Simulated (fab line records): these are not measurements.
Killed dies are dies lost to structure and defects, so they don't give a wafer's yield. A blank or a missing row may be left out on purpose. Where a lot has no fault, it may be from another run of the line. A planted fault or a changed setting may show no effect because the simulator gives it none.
fab line records ; flow rit_cmos
record: lots: 5; wafers: 15; last_day: 6
route steps=202 shown M1@184
lots that met no fault: taken from a fault-free run of the same line
start_h: the number of hours between the record's first day and the start of the first shown wafer of the lot ; wait_h: hours since the lot's step before ; " identical to the entry in the row above ; L1.1+2: one row covering several wafers at once ; - no value, or no start given ; * or withheld: withheld ; < > ~ a bound
route shown NAME@n: names a module that has steps shown in the file, with the first one's number in the route ; usual: mean/standard deviation of fault-free wafers ; same: alike in all rows ; chamber/n: place in a boat ; sites: the reading at each site ; _std_site: standard deviation across them ; _edge_site: the outer-site mean with the inner-site mean subtracted ; radius_mm: how far each site lies from the wafer's centre ; mask NAME#n: copy n ; behind: tool/chamber where the wafer was last shaped ; hold: why the lot was held/for how many hours/how that ended ; device: the n, p or np transistor that did not switch ; end of line: tests of these same wafers at the route's end ; step lacking rows: just its recipe ; killed: at the first sort, the dies lost to defects and structure; wafer yield is something else ; map: a wafer's dies, marking killed ones x, the rest . and places with no die _
set.NAME: the setting that was run; set.NAME@STEP: the one run at that earlier step ; model.NAME: the simulator's own value behind a step, which no gauge read
certain route steps with their lots: each step a table, each wafer a row
services: a tool's chamber out of use, with start hour (start_h, from the record's first day; less than 0 if before it), hours out, and reason
== steps ==
step: RIT_M1_SPUTTER_00
recipe: material: Al; target_thk_nm: 400; power_w: 2000; chamber_pressure_pa: 0.4; gas: Ar; time_s: 500; substrate_temp_c: 25
usual: throttle_valve_pct: 30.3/0.96
lot.wafer;tool;chamber;start_h;wait_h;throttle_valve_pct
L076.1;pvd_sputter-03;-;62.07;0.0;32.2
L076.2;pvd_sputter-03;-;62.07;0.0;29.3
L076.4;pvd_sputter-03;-;62.07;0.0;30.1
L077.3;pvd_sputter-04;-;67.76;0.0;30.2
L077.4;pvd_sputter-04;-;67.76;0.0;29.5
L077.6;pvd_sputter-04;-;67.76;0.0;30.6
L079.4;pvd_sputter-04;-;79.84;0.0;29.5
L079.5;pvd_sputter-04;-;79.84;0.0;30.3
L079.6;pvd_sputter-04;-;79.84;0.0;29.3
L087.1;pvd_sputter-02;-;122.24;0.0;29.3
L087.5;pvd_sputter-02;-;122.24;0.0;29.2
L087.6;pvd_sputter-02;-;122.24;0.0;30.0
L089.1;pvd_sputter-04;-;129.12;0.0;30.3
L089.2;pvd_sputter-04;-;129.12;0.0;29.5
L089.4;pvd_sputter-04;-;129.12;0.0;29.6
step: RIT_M1_RS_MEAS_01
recipe: thk_meas_gauge: four-point-probe; reads: Al_of_M1_SPUTTER_00
usual: M1_AL_RS: 0.0737/0.00093
lot.wafer;tool;chamber;start_h;wait_h;M1_AL_RS[ohm/sq]
L076.1;film_metro-03;-;62.37;0.1;0.0734
L076.2;film_metro-03;-;62.37;0.1;0.0741
L076.4;film_metro-03;-;62.37;0.1;0.0748
L077.3;film_metro-01;-;68.10;0.2;0.0730
L077.4;film_metro-01;-;68.10;0.2;0.0734
L077.6;film_metro-01;-;68.10;0.2;0.0735
L079.4;film_metro-03;-;80.19;0.2;0.0746
L079.5;film_metro-03;-;80.19;0.2;0.0737
L079.6;film_metro-03;-;80.19;0.2;0.0733
L087.1;film_metro-03;-;122.54;0.1;0.0746
L087.5;film_metro-03;-;122.54;0.1;0.0747
L087.6;film_metro-03;-;122.54;0.1;0.0749
L089.1;film_metro-03;-;129.41;0.1;0.0742
L089.2;film_metro-03;-;129.41;0.1;0.0730
L089.4;film_metro-03;-;129.41;0.1;0.0743
step: RIT_M1_THK_MEAS_02
recipe: thk_meas_gauge: xrf; reads: Al_of_M1_SPUTTER_00
usual: M1_AL_THK: 399/5.2
lot.wafer;tool;chamber;start_h;wait_h;M1_AL_THK[nm]
L076.1;film_metro-03;-;62.49;0.1;402
L076.2;film_metro-03;-;62.49;0.1;396
L076.4;film_metro-03;-;62.49;0.1;396
L077.3;film_metro-01;-;68.20;0.1;403
L077.4;film_metro-01;-;68.20;0.1;400
L077.6;film_metro-01;-;68.20;0.1;397
L079.4;film_metro-03;-;80.28;0.1;397
L079.5;film_metro-03;-;80.28;0.1;403
L079.6;film_metro-03;-;80.28;0.1;404
L087.1;film_metro-03;-;122.66;0.1;392
L087.5;film_metro-03;-;122.66;0.1;392
L087.6;film_metro-03;-;122.66;0.1;395
L089.1;film_metro-03;-;129.53;0.1;396
L089.2;film_metro-03;-;129.53;0.1;404
L089.4;film_metro-03;-;129.53;0.1;395
step: RIT_M1_HMDS_03
recipe: prime_time_s: 60; prime_temp_c: 140
lot.wafer;tool;chamber;start_h;wait_h
L076.1+2+4;litho_track-04;0;62.55;0.1
L077.3+4+6;litho_track-04;0;68.29;0.1
L079.4+5+6;litho_track-04;0;80.39;0.1
L087.1+5+6;litho_track-04;0;122.87;0.2
L089.1+2+4;litho_track-01;0;129.59;0.1
step: RIT_M1_COAT_04
recipe: resist: NOVOLAK; spin_rpm: 2000; resist_thk_nm: 1300
lot.wafer;tool;chamber;start_h;wait_h
L076.1+2+4;litho_track-04;0;62.70;0.1
L077.3+4+6;litho_track-04;0;68.44;0.1
L079.4+5+6;litho_track-04;0;80.54;0.1
L087.1+5+6;litho_track-04;0;123.02;0.1
L089.1+2+4;litho_track-01;0;129.74;0.1
step: RIT_M1_SOFTBAKE_05
recipe: resist: NOVOLAK; temp_c: 90; time_s: 60
lot.wafer;tool;chamber;start_h;wait_h
L076.1+2+4;litho_track-04;0;62.85;0.1
L077.3+4+6;litho_track-04;0;68.59;0.1
L079.4+5+6;litho_track-04;0;80.69;0.1
L087.1+5+6;litho_track-04;0;123.17;0.1
L089.1+2+4;litho_track-01;0;129.89;0.1
step: RIT_M1_EXPOSE_06
recipe: mask_id: M12; na: 0.6; source_shape: conventional; sigma_outer: 0.5; target_cd_nm: 2600; dose_mj: 246.5
same: na: 0.6
lot.wafer;tool;chamber;start_h;wait_h;mask
L076.1+2+4;iline_stepper-02;0;63.12;0.2;M12#0
L077.3+4+6;iline_stepper-01;0;68.85;0.2;M12#0
L079.4+5+6;iline_stepper-02;0;80.94;0.2;M12#0
L087.1+5+6;iline_stepper-02;0;123.32;0.1;M12#0
L089.1+2+4;iline_stepper-01;0;130.17;0.2;M12#0
step: RIT_M1_PEB_07
recipe: resist: NOVOLAK; temp_c: withheld; time_s: withheld
lot.wafer;tool;chamber;start_h;wait_h
L076.1+2+4;litho_track-02;0;63.24;0.1
L077.3+4+6;litho_track-01;0;68.98;0.1
L079.4+5+6;litho_track-04;0;81.31;0.3
L087.1+5+6;litho_track-02;0;123.44;0.1
L089.1+2+4;litho_track-01;0;130.28;0.1
step: RIT_M1_DEVELOP_08
recipe: resist: NOVOLAK; develop_time_s: 64.68; dev_temp_c: 23
usual: developer_temp_C: 22.99/0.11
lot.wafer;tool;chamber;start_h;wait_h;developer_temp_C
L076.1;litho_track-02;0;-;-;23.05
L076.2;litho_track-02;0;-;-;23.21
L076.4;litho_track-02;0;-;-;23.14
L077.3;litho_track-01;0;-;-;23.04
L077.4;litho_track-01;0;-;-;22.94
L077.6;litho_track-01;0;-;-;22.97
L079.4;litho_track-04;0;-;-;22.83
L079.5;litho_track-04;0;-;-;22.92
L079.6;litho_track-04;0;-;-;22.90
L087.1;litho_track-02;0;-;-;23.12
L087.5;litho_track-02;0;-;-;22.98
L087.6;litho_track-02;0;-;-;23.05
L089.1;litho_track-01;0;-;-;22.96
L089.2;litho_track-01;0;-;-;22.87
L089.4;litho_track-01;0;-;-;22.88
step: RIT_M1_CD_MEAS_09
recipe: target_cd_nm: 2600
usual: cd_nm: 2600.1/2.2
lot.wafer;tool;chamber;start_h;wait_h;cd_nm
L076.1;cd_sem-01;-;63.55;-;2600.9
L076.2;cd_sem-01;-;63.55;-;2600.6
L076.4;cd_sem-01;-;63.55;-;2598.3
L077.3;cd_sem-02;-;69.28;-;2597.1
L077.4;cd_sem-02;-;69.28;-;2597.3
L077.6;cd_sem-02;-;69.28;-;2597.4
L079.4;cd_sem-01;-;81.60;-;2601.2
L079.5;cd_sem-01;-;81.60;-;2599.1
L079.6;cd_sem-01;-;81.60;-;2598.9
L087.1;cd_sem-01;-;123.75;-;2602.5
L087.5;cd_sem-01;-;123.75;-;2601.3
L087.6;cd_sem-01;-;123.75;-;2603.5
L089.1;cd_sem-01;-;130.60;-;2602.8
L089.2;cd_sem-01;-;130.60;-;2604.1
L089.4;cd_sem-01;-;130.60;-;2605.3
step: RIT_M1_OVL_MEAS_10
usual: M1_OVL: -0.6/1.3
lot.wafer;tool;chamber;start_h;wait_h;M1_OVL[nm]
L076.1;overlay-02;-;63.67;0.1;-2.0
L076.2;overlay-02;-;63.67;0.1;1.5
L076.4;overlay-02;-;63.67;0.1;-1.2
L077.3;overlay-02;-;69.37;0.1;-0.5
L077.4;overlay-02;-;69.37;0.1;0.2
L077.6;overlay-02;-;69.37;0.1;1.0
L079.4;overlay-02;-;81.68;0.1;0.0
L079.5;overlay-02;-;81.68;0.1;0.1
L079.6;overlay-02;-;81.68;0.1;0.5
L087.1;overlay-02;-;123.87;0.1;0.7
L087.5;overlay-02;-;123.87;0.1;-0.3
L087.6;overlay-02;-;123.87;0.1;-1.2
L089.1;overlay-01;-;130.72;0.1;-3.0
L089.2;overlay-01;-;130.72;0.1;0.3
L089.4;overlay-01;-;130.72;0.1;0.8
step: RIT_M1_HARDBAKE_11
recipe: resist: NOVOLAK; temp_c: 140; time_s: 120
lot.wafer;tool;chamber;start_h;wait_h
L076.1+2+4;litho_track-01;0;63.71;0.0
L077.3+4+6;litho_track-04;0;69.48;0.1
L079.4+5+6;litho_track-04;0;81.83;0.1
L087.1+5+6;litho_track-04;0;124.08;0.2
L089.1+2+4;litho_track-01;0;130.75;0.0
step: RIT_M1_METAL_ETCH_12
recipe: stop_on: SiO2; chemistry: Cl2/BCl3; target: Al; time_s: 165; over_etch_frac: 0.5; pressure_mtorr: 100; target_depth_a: 6000; rf_w: 250; Cl2_flow_sccm: 60; bcl3_flow_sccm: 50
usual: bcl3_flow_sccm: 49.98/0.15; drypump_motor_current_A: 5.7/0.36; he_backside_leak_sccm: 3.4/0.36; oes_product_au: 0.770/0.011; throttle_valve_pct: 8.30/0.15
lot.wafer;tool;chamber;start_h;wait_h;bcl3_flow_sccm;drypump_motor_current_A;he_backside_leak_sccm;oes_product_au;rf_hours_counter_h;throttle_valve_pct
L076.1;rie_metal-04;0;63.96;0.2;49.90;5.5;3.1;0.776;38;8.15
L076.2;rie_metal-04;1;63.96;0.2;49.88;5.4;3.7;0.776;33;8.40
L076.4;rie_metal-04;1;63.96;0.2;50.06;5.4;3.5;0.766;-;8.39
L077.3;rie_metal-01;1;69.70;0.2;50.06;5.3;3.2;0.758;-;8.47
L077.4;rie_metal-01;0;69.70;0.2;49.84;6.1;3.4;0.769;-;8.06
L077.6;rie_metal-01;1;69.70;0.2;50.07;5.3;3.4;0.772;-;8.47
L079.4;rie_metal-04;0;82.01;0.1;49.81;5.5;3.0;0.776;-;8.14
L079.5;rie_metal-04;1;82.01;0.1;49.88;5.4;3.3;0.788;-;8.39
L079.6;rie_metal-04;0;82.01;0.1;49.79;5.5;3.1;0.778;-;8.15
L087.1;rie_metal-03;1;124.33;0.2;49.93;6.1;3.4;0.764;2;8.31
L087.5;rie_metal-03;1;124.33;0.2;50.16;6.1;3.5;0.765;-;8.31
L087.6;rie_metal-03;0;124.33;0.2;50.19;5.4;3.4;0.784;-;8.46
L089.1;rie_metal-01;0;131.00;0.2;49.94;6.1;3.3;0.761;3;8.08
L089.2;rie_metal-01;1;131.00;0.2;49.91;5.3;3.2;0.776;3;8.46
L089.4;rie_metal-01;0;131.00;0.2;50.02;6.2;3.4;0.756;-;8.08
step: RIT_M1_STRIP_13
recipe: chemistry: nmp; resist: NOVOLAK; temp_c: 80; time_s: 600; dry: n2_spin
lot.wafer;tool;chamber;start_h;wait_h
L076.1+2+4;wet_bench-02;0;64.12;0.1
L077.3+4+6;wet_bench-03;1;69.81;0.1
L079.4+5+6;wet_bench-04;0;82.11;0.1
L087.1+5+6;wet_bench-03;3;124.50;0.1
L089.1+2+4;wet_bench-02;1;131.16;0.1
step: RIT_M1_STRIP_14
recipe: chemistry: O2; time_s: 180; platen_temp_c: withheld; power_w: 500; pressure_mtorr: 4000; o2_flow_sccm: 4000
usual: drypump_motor_current_A: 5.5/0.47
lot.wafer;tool;chamber;start_h;wait_h;drypump_motor_current_A;rf_hours_counter_h
L076.1;plasma_asher-01;1;64.30;0.0;5.7;43
L076.2;plasma_asher-01;0;64.30;0.0;4.8;43
L076.4;plasma_asher-01;0;64.30;0.0;4.8;-
L077.3;plasma_asher-01;0;70.04;0.1;4.9;-
L077.4;plasma_asher-01;1;70.04;0.1;5.8;-
L077.6;plasma_asher-01;1;70.04;0.1;5.7;-
L079.4;plasma_asher-01;0;82.35;0.1;4.8;-
L079.5;plasma_asher-01;1;82.35;0.1;5.8;-
L079.6;plasma_asher-01;0;82.35;0.1;4.8;-
L087.1;plasma_asher-04;0;124.67;0.0;6.1;35
L087.5;plasma_asher-04;0;124.67;0.0;6.1;-
L087.6;plasma_asher-04;1;124.67;0.0;5.4;-
L089.1;plasma_asher-04;1;131.34;0.0;5.4;36
L089.2;plasma_asher-04;0;131.34;0.0;6.0;36
L089.4;plasma_asher-04;1;131.34;0.0;5.4;-
step: RIT_M1_CD_MEAS_90
recipe: target_cd_nm: 2600
usual: cd_nm: 2601/3.4
lot.wafer;tool;chamber;start_h;wait_h;cd_nm
L076.1;cd_sem-01;-;64.59;0.2;2598
L076.2;cd_sem-01;-;64.59;0.2;2601
L076.4;cd_sem-01;-;64.59;0.2;2598
L077.3;cd_sem-01;-;70.20;0.1;2598
L077.4;cd_sem-01;-;70.20;0.1;2602
L077.6;cd_sem-01;-;70.20;0.1;2599
L079.4;cd_sem-02;-;82.52;0.1;2598
L079.5;cd_sem-02;-;82.52;0.1;2599
L079.6;cd_sem-02;-;82.52;0.1;2596
L087.1;cd_sem-01;-;124.85;0.1;2607
L087.5;cd_sem-01;-;124.85;0.1;2605
L087.6;cd_sem-01;-;124.85;0.1;2607
L089.1;cd_sem-01;-;131.51;0.1;2606
L089.2;cd_sem-01;-;131.51;0.1;2605
L089.4;cd_sem-01;-;131.51;0.1;2608
step: RIT_M1_ANNEAL_15
recipe: temp_c: 450; time_s: 1800; ambient: forming_gas_H2N2
lot.wafer;tool;chamber;start_h;wait_h
L076.1+2+4;-;-;64.71;0.1
L077.3+4+6;-;-;70.28;0.1
L079.4+5+6;-;-;82.58;0.0
L087.1+5+6;-;-;124.97;0.1
L089.1+2+4;-;-;131.63;0.1
step: RIT_M1_BOW_MEAS_16
recipe: mode: bow
usual: M1_BOW: 16/7
lot.wafer;tool;chamber;start_h;wait_h;M1_BOW[um]
L076.1;film_metro-01;-;66.21;0.0;19
L076.2;film_metro-01;-;66.21;0.0;8
L076.4;film_metro-01;-;66.21;0.0;29
L077.3;film_metro-01;-;71.82;0.0;5
L077.4;film_metro-01;-;71.82;0.0;15
L077.6;film_metro-01;-;71.82;0.0;11
L079.4;film_metro-02;-;84.14;0.1;21
L079.5;film_metro-02;-;84.14;0.1;17
L079.6;film_metro-02;-;84.14;0.1;2
L087.1;film_metro-02;-;126.47;0.0;17
L087.5;film_metro-02;-;126.47;0.0;17
L087.6;film_metro-02;-;126.47;0.0;20
L089.1;film_metro-01;-;133.13;0.0;15
L089.2;film_metro-01;-;133.13;0.0;5
L089.4;film_metro-01;-;133.13;0.0;19
step: RIT_M1_PROBE_99
usual: defect_limited_yield: 97.2/1.1; killed_at_contacts: 0.1/0.36; killed_at_front_end: 7.2/2.9; killed_dies: 7.4/2.9; killed_open: 3.8/2; killed_short: 3.5/2; sort_bin_3_pad_short: 0.1/0.2; sort_bin_5_function: 1.7/0.83; sort_bin_6_memory: 1.0/0.61; sort_n_pass: 256.6/2.9; sort_yield_pct: 97.2/1.1
same: gross_dies: 264; killed_at_M0_to_M3: 0; killed_at_M4_up: 0; killed_at_back_side: 0; killed_at_other: 0
lot.wafer;tool;chamber;start_h;wait_h;defect_limited_yield[%];killed_at_contacts;killed_at_front_end;killed_dies;killed_open;killed_short;sort_bin_3_pad_short[%];sort_bin_5_function[%];sort_bin_6_memory[%];sort_n_pass;sort_yield_pct[%]
L087.1;prober-02;-;126.59;0.1;96.2;0;10;10;4;6;0;2.7;1.1;254.0;96.2
L087.5;prober-02;-;126.79;0.2;94.3;0;15;15;10;5;0.4;3.8;1.5;249.0;94.3
L087.6;prober-02;-;126.84;0.2;97.3;0;7;7;4;3;0.4;1.5;0.8;257.0;97.3
L089.1;prober-02;-;133.25;0.1;98.1;0;5;5;1;4;0;1.5;0.4;259.0;98.1
L089.2;prober-02;-;133.30;0.1;97.3;1;6;7;2;5;0.4;1.9;0.4;257.0;97.3
L089.4;prober-02;-;133.40;0.2;95.1;1;12;13;6;7;0;2.7;2.3;251.0;95.1
killed by level:class
L087.1 GATE:geometric_particle:short=4 SILICIDE:geometric_particle:open=2 SILICIDE:geometric_particle:short=2 GATE:geometric_particle:open=1 SPACER:geometric_particle:open=1
L087.5 SILICIDE:geometric_particle:open=4 FOX2:geometric_particle:short=3 SPACER:geometric_particle:open=3 GATE:geometric_particle:open=2 FOX2:geometric_particle:open=1 GATE:geometric_particle:short=1 SPACER:geometric_particle:short=1
L087.6 GATE:geometric_particle:open=3 FOX1:geometric_particle:short=1 FOX2:geometric_particle:open=1 GATE:geometric_particle:short=1 REOX:geometric_particle:short=1
L089.1 FOX2:geometric_particle:short=2 GATE:geometric_particle:open=1 GATE:geometric_particle:short=1 SPACER:geometric_particle:short=1
L089.2 FOX1:geometric_particle:short=2 FOX1:geometric_particle:open=1 FOX2:geometric_particle:short=1 REOX:geometric_particle:open=1 SPACER:geometric_particle:short=1 CONTACT:geometric_particle:short=1
L089.4 GATE:geometric_particle:short=3 GATE:geometric_particle:open=2 SPACER:geometric_particle:open=2 FOX1:geometric_particle:short=1 REOX:geometric_particle:open=1 SPACER:geometric_particle:short=1 SILICIDE:geometric_particle:short=1 SILICIDE:geometric_particle:open=1
== services ==
tool;chamber;start_h;hours;kind
iline_stepper-02;-;38.81;1.7;pm
plasma_asher-04;-;46.32;3.4;repair
pvd_sputter-02;-;53.78;10.5;repair
furnace-03;-;54.61;3.2;pm
furnace-04;-;68.48;2.6;pm
rie_metal-03;0;69.67;29.5;repair
iline_stepper-01;-;70.38;1.7;pm
wet_bench-02;-;90.71;2.7;repair
rie_metal-04;1;99.56;8.8;repair
plasma_asher-04;-;108.75;1.5;repair
rie_metal-01;-;115.84;0.8;repair
pvd_sputter-03;-;120.84;3.1;repair
rie_metal-04;-;131.44;2.8;pm
== key ==
fault none
